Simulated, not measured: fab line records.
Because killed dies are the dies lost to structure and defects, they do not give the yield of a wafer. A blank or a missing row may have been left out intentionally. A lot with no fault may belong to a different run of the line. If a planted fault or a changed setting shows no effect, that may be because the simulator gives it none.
Which tool was responsible? / flow berkeley_cmos170 / Sampling: 14 lots, 42 wafers, 4 of 331 route steps

WHAT EACH GAUGE READ, for each wafer
The record lacks any reading of a measuring or inspecting step that a usual standard deviation could be used to judge.

WHICH TOOL RAN EACH LOT (tool, then ch and the chambers of the sampled wafers, then the start)
lot=L324; UCB170_V1_ETCH_14=rie_diel-03 ch 0,1, day 7 18:18; UCB170_V1_STRIP_15=plasma_asher-03 ch 0,1, day 7 18:31; UCB170_M2_SPUTTER_01=pvd_sputter-01, day 7 18:46; UCB170_M2_PEB_13=litho_track-02 ch 0, day 7 21:53
lot=L326; UCB170_V1_ETCH_14=rie_diel-03 ch 0,1,2, day 8 14:47; UCB170_V1_STRIP_15=plasma_asher-03 ch 0,1, day 8 14:58; UCB170_M2_SPUTTER_01=pvd_sputter-04, day 8 15:14; UCB170_M2_PEB_13=litho_track-01 ch 0, day 8 16:57
lot=L327; UCB170_V1_ETCH_14=rie_diel-02 ch 0,2,3, day 8 15:53; UCB170_V1_STRIP_15=plasma_asher-02 ch 0,1, day 8 16:06; UCB170_M2_SPUTTER_01=pvd_sputter-01, day 8 16:22; UCB170_M2_PEB_13=litho_track-04 ch 0, day 8 18:09
lot=L325; UCB170_V1_ETCH_14=rie_diel-02 ch 0,2,3, day 8 16:58; UCB170_V1_STRIP_15=plasma_asher-02 ch 0,1, day 8 17:08; UCB170_M2_SPUTTER_01=pvd_sputter-01, day 8 17:25; UCB170_M2_PEB_13=litho_track-01 ch 0, day 8 19:08
lot=L329; UCB170_V1_ETCH_14=rie_diel-02 ch 0,1,3, day 8 21:26; UCB170_V1_STRIP_15=plasma_asher-03 ch 0,1, day 8 21:38; UCB170_M2_SPUTTER_01=pvd_sputter-01, day 8 21:53; UCB170_M2_PEB_13=litho_track-02 ch 0, day 9 00:04
lot=L328; UCB170_V1_ETCH_14=rie_diel-02 ch 0,3, day 8 22:50; UCB170_V1_STRIP_15=plasma_asher-03 ch 0,1, day 8 23:01; UCB170_M2_SPUTTER_01=pvd_sputter-01, day 8 23:19; UCB170_M2_PEB_13=litho_track-01 ch 0, day 9 03:31
lot=L333; UCB170_V1_ETCH_14=rie_diel-01 ch 0,2,3, day 10 12:02; UCB170_V1_STRIP_15=plasma_asher-04 ch 0,1, day 10 12:13; UCB170_M2_SPUTTER_01=pvd_sputter-01, day 10 12:30; UCB170_M2_PEB_13=litho_track-02 ch 0, day 10 14:26
lot=L334; UCB170_V1_ETCH_14=rie_diel-02 ch 1,2,3, day 10 13:23; UCB170_V1_STRIP_15=plasma_asher-03 ch 0,1, day 10 13:34; UCB170_M2_SPUTTER_01=pvd_sputter-04, day 10 13:51; UCB170_M2_PEB_13=litho_track-01, day 10 15:51
lot=L337; UCB170_V1_ETCH_14=rie_diel-01 ch 0,1,2, day 11 02:05; UCB170_V1_STRIP_15=plasma_asher-04 ch 0,1, day 11 02:16; UCB170_M2_SPUTTER_01=pvd_sputter-01, day 11 02:33; UCB170_M2_PEB_13=litho_track-02, day 11 05:37
lot=L335; UCB170_V1_ETCH_14=rie_diel-03 ch 0,1,3, day 11 06:16; UCB170_V1_STRIP_15=plasma_asher-04 ch 0,1, day 11 06:26; UCB170_M2_SPUTTER_01=pvd_sputter-01, day 11 06:44; UCB170_M2_PEB_13=litho_track-02 ch 0, day 11 10:43
lot=L344; UCB170_V1_ETCH_14=rie_diel-02 ch 1,2, day 12 04:46; UCB170_V1_STRIP_15=plasma_asher-02 ch 0,1, day 12 04:56; UCB170_M2_SPUTTER_01=pvd_sputter-02, day 12 05:14; UCB170_M2_PEB_13=litho_track-02 ch 0, day 12 08:43
lot=L345; UCB170_V1_ETCH_14=rie_diel-02 ch 0,1,3, day 12 07:10; UCB170_V1_STRIP_15=plasma_asher-02 ch 0,1, day 12 07:20; UCB170_M2_SPUTTER_01=pvd_sputter-01, day 12 07:38; UCB170_M2_PEB_13=litho_track-02 ch 0, day 12 10:35
lot=L347; UCB170_V1_ETCH_14=rie_diel-02 ch 0,1, day 12 22:32; UCB170_V1_STRIP_15=plasma_asher-04 ch 0,1, day 12 22:43; UCB170_M2_SPUTTER_01=pvd_sputter-01, day 12 22:59; UCB170_M2_PEB_13=litho_track-04 ch 0, day 13 01:02
lot=L346; UCB170_V1_ETCH_14=rie_diel-03 ch 1,3, day 13 01:31; UCB170_V1_STRIP_15=plasma_asher-02 ch 0,1, day 13 01:42; UCB170_M2_SPUTTER_01=pvd_sputter-04, day 13 01:59; UCB170_M2_PEB_13=litho_track-04 ch 0, day 13 05:41
- UCB170_V1_ETCH_14: etches SiO2 in CHF3/CF4/Ar, stops on Al, target depth 1250 nm, time 291 s.
- UCB170_V1_STRIP_15: strips in O2.
- UCB170_M2_SPUTTER_01: material Al, target thk 900 nm, time 120 s.
- UCB170_M2_PEB_13

WHAT THE TOOLS THEMSELVES READ (means of the sampled wafers that have a number; where no wafer has one, the mark that the record gives instead)
UCB170_V1_ETCH_14.
lot=L324; tool=rie_diel-03; drypump_motor_current_A (A)=6.2; oes_product_au (a.u.)=0.890; rf_fwd_power_W (W)=698.8; throttle_valve_pct (%)=6.95
lot=L326; tool=rie_diel-03; drypump_motor_current_A (A)=5.9; oes_product_au (a.u.)=0.883; rf_fwd_power_W (W)=699.3; throttle_valve_pct (%)=6.94
lot=L327; tool=rie_diel-02; drypump_motor_current_A (A)=5.7; oes_product_au (a.u.)=0.861; rf_fwd_power_W (W)=696.8; throttle_valve_pct (%)=6.93
lot=L325; tool=rie_diel-02; drypump_motor_current_A (A)=5.7; oes_product_au (a.u.)=0.865; rf_fwd_power_W (W)=697.2; throttle_valve_pct (%)=6.94
lot=L329; tool=rie_diel-02; drypump_motor_current_A (A)=5.8; oes_product_au (a.u.)=0.871; rf_fwd_power_W (W)=697.1; throttle_valve_pct (%)=6.85
lot=L328; tool=rie_diel-02; drypump_motor_current_A (A)=5.6; oes_product_au (a.u.)=0.857; rf_fwd_power_W (W)=698.3; throttle_valve_pct (%)=6.84
lot=L333; tool=rie_diel-01; drypump_motor_current_A (A)=6.0; oes_product_au (a.u.)=0.864; rf_fwd_power_W (W)=697.6; throttle_valve_pct (%)=7.07
lot=L334; tool=rie_diel-02; drypump_motor_current_A (A)=5.6; oes_product_au (a.u.)=0.862; rf_fwd_power_W (W)=699.1; throttle_valve_pct (%)=6.82
lot=L337; tool=rie_diel-01; drypump_motor_current_A (A)=6.3; oes_product_au (a.u.)=0.858; rf_fwd_power_W (W)=697.5; throttle_valve_pct (%)=6.98
lot=L335; tool=rie_diel-03; drypump_motor_current_A (A)=6.0; oes_product_au (a.u.)=0.880; rf_fwd_power_W (W)=699.6; throttle_valve_pct (%)=6.90
lot=L344; tool=rie_diel-02; drypump_motor_current_A (A)=5.8; oes_product_au (a.u.)=0.866; rf_fwd_power_W (W)=698.0; throttle_valve_pct (%)=6.84
lot=L345; tool=rie_diel-02; drypump_motor_current_A (A)=5.8; oes_product_au (a.u.)=0.873; rf_fwd_power_W (W)=696.9; throttle_valve_pct (%)=6.86
lot=L347; tool=rie_diel-02; drypump_motor_current_A (A)=5.9; oes_product_au (a.u.)=0.873; rf_fwd_power_W (W)=696.0; throttle_valve_pct (%)=6.88
lot=L346; tool=rie_diel-03; drypump_motor_current_A (A)=6.2; oes_product_au (a.u.)=0.881; rf_fwd_power_W (W)=696.5; throttle_valve_pct (%)=6.95

UCB170_V1_STRIP_15.
lot=L324; tool=plasma_asher-03; drypump_motor_current_A (A)=4.9; oes_product_au (a.u.)=0.727; strip_time_to_endpoint_s (s)=15.55
lot=L326; tool=plasma_asher-03; drypump_motor_current_A (A)=4.9; oes_product_au (a.u.)=0.722; strip_time_to_endpoint_s (s)=15.38
lot=L327; tool=plasma_asher-02; drypump_motor_current_A (A)=5.3; oes_product_au (a.u.)=0.723; strip_time_to_endpoint_s (s)=15.42
lot=L325; tool=plasma_asher-02; drypump_motor_current_A (A)=5.3; oes_product_au (a.u.)=0.723; strip_time_to_endpoint_s (s)=15.46
lot=L329; tool=plasma_asher-03; drypump_motor_current_A (A)=4.9; oes_product_au (a.u.)=0.727; strip_time_to_endpoint_s (s)=15.49
lot=L328; tool=plasma_asher-03; drypump_motor_current_A (A)=4.9; oes_product_au (a.u.)=0.722; strip_time_to_endpoint_s (s)=15.56
lot=L333; tool=plasma_asher-04; drypump_motor_current_A (A)=5.4; oes_product_au (a.u.)=0.721; strip_time_to_endpoint_s (s)=15.40
lot=L334; tool=plasma_asher-03; drypump_motor_current_A (A)=4.9; oes_product_au (a.u.)=0.721; strip_time_to_endpoint_s (s)=15.40
lot=L337; tool=plasma_asher-04; drypump_motor_current_A (A)=5.0; oes_product_au (a.u.)=0.718; strip_time_to_endpoint_s (s)=15.57
lot=L335; tool=plasma_asher-04; drypump_motor_current_A (A)=5.4; oes_product_au (a.u.)=0.721; strip_time_to_endpoint_s (s)=15.49
lot=L344; tool=plasma_asher-02; drypump_motor_current_A (A)=5.5; oes_product_au (a.u.)=0.721; strip_time_to_endpoint_s (s)=15.59
lot=L345; tool=plasma_asher-02; drypump_motor_current_A (A)=5.5; oes_product_au (a.u.)=0.721; strip_time_to_endpoint_s (s)=15.59
lot=L347; tool=plasma_asher-04; drypump_motor_current_A (A)=5.1; oes_product_au (a.u.)=0.724; strip_time_to_endpoint_s (s)=15.39
lot=L346; tool=plasma_asher-02; drypump_motor_current_A (A)=5.4; oes_product_au (a.u.)=0.724; strip_time_to_endpoint_s (s)=15.43

UCB170_M2_SPUTTER_01.
lot=L324; tool=pvd_sputter-01; throttle_valve_pct (%)=31.5
lot=L326; tool=pvd_sputter-04; throttle_valve_pct (%)=30.1
lot=L327; tool=pvd_sputter-01; throttle_valve_pct (%)=30.4
lot=L325; tool=pvd_sputter-01; throttle_valve_pct (%)=30.7
lot=L329; tool=pvd_sputter-01; throttle_valve_pct (%)=31.0
lot=L328; tool=pvd_sputter-01; throttle_valve_pct (%)=30.3
lot=L333; tool=pvd_sputter-01; throttle_valve_pct (%)=31.0
lot=L334; tool=pvd_sputter-04; throttle_valve_pct (%)=29.8
lot=L337; tool=pvd_sputter-01; throttle_valve_pct (%)=30.2
lot=L335; tool=pvd_sputter-01; throttle_valve_pct (%)=30.8
lot=L344; tool=pvd_sputter-02; throttle_valve_pct (%)=30.9
lot=L345; tool=pvd_sputter-01; throttle_valve_pct (%)=31.7
lot=L347; tool=pvd_sputter-01; throttle_valve_pct (%)=30.9
lot=L346; tool=pvd_sputter-04; throttle_valve_pct (%)=30.7

UCB170_M2_PEB_13.
lot=L324; tool=litho_track-02; chill_plate_temp_C (C)=23.09; exhaust_pa (Pa)=45.0
lot=L326; tool=litho_track-01; chill_plate_temp_C (C)=22.87; exhaust_pa (Pa)=45.2
lot=L327; tool=litho_track-04; chill_plate_temp_C (C)=23.09; exhaust_pa (Pa)=44.0
lot=L325; tool=litho_track-01; chill_plate_temp_C (C)=22.96; exhaust_pa (Pa)=45.2
lot=L329; tool=litho_track-02; chill_plate_temp_C (C)=22.78; exhaust_pa (Pa)=46.5
lot=L328; tool=litho_track-01; chill_plate_temp_C (C)=23.00; exhaust_pa (Pa)=45.0
lot=L333; tool=litho_track-02; chill_plate_temp_C (C)=23.00; exhaust_pa (Pa)=45.4
lot=L334; tool=litho_track-01; chill_plate_temp_C (C)=-; exhaust_pa (Pa)=-
lot=L337; tool=litho_track-02; chill_plate_temp_C (C)=-; exhaust_pa (Pa)=-
lot=L335; tool=litho_track-02; chill_plate_temp_C (C)=22.90; exhaust_pa (Pa)=43.7
lot=L344; tool=litho_track-02; chill_plate_temp_C (C)=22.99; exhaust_pa (Pa)=44.1
lot=L345; tool=litho_track-02; chill_plate_temp_C (C)=22.99; exhaust_pa (Pa)=45.0
lot=L347; tool=litho_track-04; chill_plate_temp_C (C)=23.05; exhaust_pa (Pa)=44.6
lot=L346; tool=litho_track-04; chill_plate_temp_C (C)=23.02; exhaust_pa (Pa)=44.7

THE ANSWER, worked out from the rows above alone
Rule: what is usual is taken from the lots themselves. Put in order of their means at a reading, lots are off if they are a third of the lots or fewer, leave a main group of 4 or more, and stand apart from it by a gap of 3 or more times the standard deviation of the main group's means; of several such gaps the widest counts. Not used: any main group whose means are identical at the precision the tables above print for the reading. Also off: a lot with no number at a reading for which 4 or more lots have one. Any other lot the step has rows for is counted as sound. Order of review: gauges by route order, followed by the tools' own readings, for which a lot's mean as printed above is used. At the first step where some lot is off, the reading lying furthest off is the one used; lots without a number count as furthest.
Off: L334, L337 (UCB170_M2_PEB_13, chill_plate_temp_C). Without a number there: L334, L337. Mean 22.98 C and standard deviation 0.087 in the main group.
A tool fits if, at that step or a process step before it, it ran every lot that is off, and no sound lot after the first of them. No candidate that was tried fits.

WHAT THE SIMULATOR PUT IN
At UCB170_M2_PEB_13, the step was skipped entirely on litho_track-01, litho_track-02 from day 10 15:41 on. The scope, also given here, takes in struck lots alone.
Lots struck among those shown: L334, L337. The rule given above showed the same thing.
